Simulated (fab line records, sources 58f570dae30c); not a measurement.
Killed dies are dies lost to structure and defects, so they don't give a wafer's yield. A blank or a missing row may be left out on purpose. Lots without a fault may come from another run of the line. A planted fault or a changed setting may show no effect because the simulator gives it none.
Which tool did it? | flow berkeley_cmos170 | 13 lots, 39 wafers sampled, at 5 steps of a route of 331

WHAT THE GAUGES READ, wafer by wafer
UCB170_PSD_OVL_MEAS_07. Usual: PSD_OVL -3 nm, standard deviation 4.8.
lot  | measured     | on         | PSD_OVL (nm) | flag
L211 | day 8 00:31  | overlay-02 | -1 -1 6      |
L210 | day 8 00:41  | overlay-01 | -8 0 0       |
L213 | day 8 16:34  | overlay-01 | -6 -3 0      |
L214 | day 9 00:59  | overlay-01 | -2 -4 -3     |
L215 | day 9 11:04  | overlay-02 | -6 -1 -10    |
L216 | day 9 11:29  | overlay-01 | -2 -8 -1     |
L218 | day 9 11:11  | overlay-01 | 5 5 2        |
L217 | day 9 11:44  | overlay-01 | 1 8 6        |
L221 | day 10 01:11 | overlay-02 | -2 1 -3      |
L220 | day 10 01:37 | overlay-02 | 3 1 -1       |
L222 | day 10 14:26 | overlay-01 | -7 2 -9      |
L226 | day 11 13:23 | overlay-01 | -7 0 -7      |
L225 | day 11 13:55 | overlay-02 | -9 -2 -2     |

UCB170_NSD_OVL_MEAS_07. Usual: NSD_OVL -1 nm, standard deviation 5.4.
lot  | measured     | on         | NSD_OVL (nm) | flag
L211 | day 8 02:00  | overlay-01 | -7 1 -6      |
L210 | day 8 02:23  | overlay-02 | -11 -1 -8    |
L213 | day 8 18:03  | overlay-02 | -1 -1 4      |
L214 | day 9 02:53  | overlay-01 | -4 0 0       |
L215 | day 9 13:05  | overlay-01 | 2 -3 -10     |
L216 | day 9 13:48  | overlay-01 | 3 1 4        |
L218 | day 9 13:20  | overlay-02 | -6 -3 -2     |
L217 | day 9 14:05  | overlay-01 | -3 0 6       |
L221 | day 10 03:54 | overlay-01 | -6 0 6       |
L220 | day 10 04:22 | overlay-02 | 0 -1 -3      |
L222 | day 10 16:14 | overlay-01 | 0 9 0        |
L226 | day 11 15:13 | overlay-02 | -4 4 0       |
L225 | day 11 19:07 | overlay-02 | 0 6 11       |

UCB170_M2_OVL_MEAS_16. Usual: M2_OVL -4 nm, standard deviation 5.2.
lot  | measured     | on         | M2_OVL (nm) | flag
L211 | day 8 23:47  | overlay-02 | -8 -8 -7    |
L210 | day 8 23:15  | overlay-01 | -7 -4 -1    |
L213 | day 9 11:22  | overlay-02 | 7 4 10      |
L214 | day 9 18:38  | overlay-01 | -7 2 4      |
L215 | day 10 04:44 | overlay-02 | -6 -8 -14   |
L216 | day 10 10:25 | overlay-01 | -6 -3 -5    |
L218 | day 10 08:08 | overlay-02 | -12 -7 -9   |
L217 | day 10 11:09 | overlay-02 | 5 -3 7      |
L221 | day 10 19:38 | overlay-02 | -12 -4 -10  |
L220 | day 10 22:34 | overlay-02 | -9 -3 -6    |
L222 | day 11 10:31 | overlay-02 | 4 -4 0      |
L226 | day 12 08:53 | overlay-02 | 2 3 2       |
L225 | day 12 12:58 | overlay-02 | 73 63 72    | OFF

WHICH TOOL RAN EACH LOT (tool, then ch and the chambers of the sampled wafers, then the start)
lot  | UCB170_SPACER_CVD_00            | UCB170_M2_EXPOSE_12
L211 | pecvd-02 ch 1,2, day 7 17:04    | krf_scanner-01 ch 0, day 8 23:14
L210 | pecvd-01 ch 1,2, day 7 17:14    | krf_scanner-01 ch 0, day 8 22:44
L213 | pecvd-01 ch 0,1,2, day 8 08:16  | krf_scanner-02 ch 0, day 9 10:52
L214 | pecvd-01 ch 0,1,2, day 8 18:01  | krf_scanner-02 ch 0, day 9 18:08
L215 | pecvd-01 ch 0,1, day 9 02:43    | krf_scanner-01 ch 0, day 10 04:13
L216 | pecvd-03 ch 0,1,2, day 9 03:16  | krf_scanner-01 ch 0, day 10 09:55
L218 | pecvd-02 ch 1,2, day 9 03:26    | krf_scanner-01 ch 0, day 10 07:11
L217 | pecvd-01 ch 0,2, day 9 03:50    | krf_scanner-01 ch 0, day 10 10:23
L221 | pecvd-03 ch 0,1, day 9 18:29    | krf_scanner-01 ch 0, day 10 19:08
L220 | pecvd-02 ch 0,1,2, day 9 18:58  | krf_scanner-01 ch 0, day 10 22:03
L222 | pecvd-01 ch 0,1, day 10 06:28   | krf_scanner-02 ch 0, day 11 10:00
L226 | pecvd-02 ch 0,1,2, day 11 05:49 | krf_scanner-02 ch 0, day 12 08:22
L225 | pecvd-02 ch 0,1, day 11 06:21   | krf_scanner-02 ch 0, day 12 12:07
- UCB170_SPACER_CVD_00: deposits SiO2 from TEOS/O2, target thk 376 nm, time 47 s.
- UCB170_M2_EXPOSE_12: exposes mask METAL2, target cd 700 nm.

WHAT THE TOOLS THEMSELVES READ (means of the sampled wafers that have a number; where no wafer has one, the mark that the record gives instead)
UCB170_SPACER_CVD_00. Usual: heater_power_w 237 W, standard deviation 51.
lot  | tool     | heater_power_w (W) | flag
L211 | pecvd-02 | 285                |
L210 | pecvd-01 | 228                |
L213 | pecvd-01 | 236                |
L214 | pecvd-01 | 179                |
L215 | pecvd-01 | 179                |
L216 | pecvd-03 | 250                |
L218 | pecvd-02 | 235                |
L217 | pecvd-01 | 191                |
L221 | pecvd-03 | 181                |
L220 | pecvd-02 | 266                |
L222 | pecvd-01 | 196                |
L226 | pecvd-02 | 274                |
L225 | pecvd-02 | 268                |

THE ANSWER, worked out from the rows above alone
Rule: a lot is off if the mean of its wafers that have a number lies more than 3 standard deviations from the usual mean. A lot without any number at a reading at which 4 lots or more have one is off too. The other lots that the step has rows for count as sound. The gauges are gone through in route order, then the tools' own readings, and for those a lot's mean is taken as printed above. The first step at which some lot is off is used, and at that step the reading that is off furthest; a lot without a number counts as furthest.
Off: L225, at UCB170_M2_OVL_MEAS_16 (M2_OVL).
A tool fits if, at a process step before that reading, it ran every lot that is off, and no sound lot after the first of them. The gauges at UCB170_M2_OVL_MEAS_16 are tried like those tools. Can't be told from this: 3 tools fit, pecvd-02 at UCB170_SPACER_CVD_00, krf_scanner-02 at UCB170_M2_EXPOSE_12, overlay-02 at UCB170_M2_OVL_MEAS_16.

WHAT THE SIMULATOR HAD PUT IN
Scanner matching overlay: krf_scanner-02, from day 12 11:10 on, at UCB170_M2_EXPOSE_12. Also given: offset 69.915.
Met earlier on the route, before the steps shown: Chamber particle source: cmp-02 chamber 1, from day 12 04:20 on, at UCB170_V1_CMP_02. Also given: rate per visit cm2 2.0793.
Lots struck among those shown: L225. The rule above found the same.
